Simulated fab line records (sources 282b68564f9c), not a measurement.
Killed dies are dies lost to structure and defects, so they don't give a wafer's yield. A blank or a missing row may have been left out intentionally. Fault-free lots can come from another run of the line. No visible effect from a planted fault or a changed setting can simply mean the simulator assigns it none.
The tool behind it: which one? | flow ritCmos | 21 wafers from 7 lots sampled at 2 of the route's 202 steps

== WHAT EACH GAUGE READ, for each wafer ==
RIT_REOX_THK_MEAS_04.
lot  | measured    | on           | REOX_OXIDE_THK (nm)
L961 | day 3 08:32 | filmMetro-04 | 25.4 25.6 25.5
L965 | day 4 08:39 | filmMetro-01 | 25.5 25.2 25.8
L970 | day 5 03:23 | filmMetro-03 | 19.7 19.5 19.9
L972 | day 5 15:38 | filmMetro-04 | 25.9 26.4 26.2
L974 | day 5 23:38 | filmMetro-04 | 24.9 24.8 25.1
L976 | day 6 10:34 | filmMetro-01 | 24.8 24.7 24.6
L981 | day 7 12:52 | filmMetro-04 | 24.3 24.2 24.2

== WHAT TOOL EACH LOT RAN ON (gives the tool, then ch and the chambers of the sampled wafers, and finally the start) ==
lot  | RIT_REOX_OXIDATION_03
L961 | furnace-04 ch 0, day 3 05:59
L965 | furnace-02 ch 0, day 4 06:05
L970 | furnace-02 ch 0, day 5 00:49
L972 | furnace-04 ch 0, day 5 13:05
L974 | furnace-04 ch 0, day 5 21:05
L976 | furnace-04 ch 0, day 6 08:01
L981 | furnace-04 ch 0, day 7 10:19
- RIT_REOX_OXIDATION_03: target thk 25.2 nm, ox time 5580 s.

== THE ANSWER, worked out from the rows above alone ==
Rule: usual is defined by the lots themselves. The widest of any qualifying gaps counts: lots, ordered by their means at a reading, are off when they make up no more than a third of the lots, leave a main group of 4 or more, and stand apart from it by 3 or more times the standard deviation of that group's means. The tables above print the reading to a certain number of digits; a main group whose means all agree to those digits is not used. A lot without any number at a reading at which 4 lots or more have one is off too. Where the step has rows for the other lots, those lots are counted as sound.
Off: at RIT_REOX_THK_MEAS_04 (REOX_OXIDE_THK), L970. Main group: mean 25.2 nm, sd 0.63.
A tool fits if, at a process step before that reading, it ran every lot that is off, and no sound lot after the first of them. Gauges at RIT_REOX_THK_MEAS_04: tried the same way as those tools. This does not decide it: 2 tools fit, namely furnace-02 at RIT_REOX_OXIDATION_03 and filmMetro-03 at RIT_REOX_THK_MEAS_04.

== WHAT WAS PUT IN BY THE SIMULATOR ==
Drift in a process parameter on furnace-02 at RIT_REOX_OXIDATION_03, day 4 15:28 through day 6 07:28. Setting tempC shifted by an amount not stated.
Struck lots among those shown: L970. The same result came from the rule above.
